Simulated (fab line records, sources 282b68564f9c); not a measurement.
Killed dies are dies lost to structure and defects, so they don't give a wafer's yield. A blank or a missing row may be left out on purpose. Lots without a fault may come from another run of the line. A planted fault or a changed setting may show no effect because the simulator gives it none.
One fault seen from 2 desks | flow rit_cmos | each desk has only its own numbers; what lay behind them comes last

THE METROLOGY DESK
What the gauges read, lot by lot, whatever tool the lot ran on: means of the sampled wafers that have a number. A lot is out of limits, marked OUT, if its mean lies more than 4 standard deviations from the usual mean; the brackets give that distance.
Columns: A = NWELL_RS at RIT_WELLDRIVE_RS_MEAS_01, usual 275.3 ohm/sq; B = cd_nm at RIT_CONTACT_CD_MEAS_90, usual 999.8 nm; C = M1_AL_RS at RIT_M1_RS_MEAS_01, usual 0.0733 ohm/sq
lot  | first seen here | A     | B      | C
L420 | day 2 05:07     | 275.3 | 997.2  | 0.0729
L421 | day 2 09:32     | 275.4 | 1002.9 | 0.0731
L422 | day 2 13:53     | 274.8 | 1001.4 | 0.0745
L423 | day 2 19:23     | 275.6 | 999.2  | 0.0728
L424 | day 3 00:31     | 277.0 | 997.1  | 0.0726
L425 | day 3 05:33     | 275.2 | 1001.6 | 0.0735
L426 | day 3 10:40     | 275.3 | 999.1  | 0.0722
L427 | day 3 14:43     | 274.0 | 998.6  | 0.0724
L428 | day 3 21:32     | 275.8 | 1003.9 | 0.0729
L429 | day 4 02:34     | 275.8 | 1001.8 | 0.0722
L432 | day 4 15:41     | 275.5 | 999.3  | 0.0733
L440 | day 6 08:18     | 276.3 | 995.9  | 0.0732
L441 | day 6 18:22     | 275.6 | 1000.1 | 0.0736
L442 | day 6 19:41     | 275.4 | 1000.6 | 0.0741
L443 | day 7 01:52     | 274.6 | 1002.4 | 0.0737
This desk's finding: nothing out of limits on any of the 15 lots.

THE TOOL OWNER'S DESK: litho_track-01
The tool's own readings at RIT_NWELL_DEVELOP_05 (develop time 64.78 s): means of the sampled wafers that have a number, for each lot that ran on this tool. A lot is out of limits, marked OUT, if its mean lies more than 4 standard deviations from the usual mean; the brackets give that distance.
Columns: A = developer_temp_C at RIT_NWELL_DEVELOP_05, usual 23.00 C
lot  | first seen here | A
L422 | day 2 06:00     | 23.08
L423 | day 2 11:00     | 23.25
L425 | day 2 21:00     | 23.08
L427 | day 3 07:00     | 23.04
L428 | day 3 13:00     | 25.19 (+18) OUT
L429 | day 3 18:00     | 25.31 (+19) OUT
L432 | day 4 08:00     | 25.16 (+18) OUT
This desk's finding: out of limits on L428, L429, L432; first on L428, day 3 13:00 (developer_temp_C at RIT_NWELL_DEVELOP_05). In limits: L422, L423, L425, L427.

PUT TOGETHER
The tool owner's desk could have raised an alarm at day 3 13:00, on L428, L429, L432.
The metrology desk saw nothing out of limits.
The metrology desk has L428, L429, L432 on record, within its limits.
Of the lots named, all ran RIT_NWELL_DEVELOP_05 on litho_track-01.

WHAT THE SIMULATOR HAD PUT IN
Process parameter drift: litho_track-01, from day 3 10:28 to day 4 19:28, at RIT_NWELL_DEVELOP_05. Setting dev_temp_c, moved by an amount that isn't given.
Lots struck among those shown: L428, L429, L432.
Hours from the fault's start to each desk's first reading out of limits: the tool owner's desk, 3.
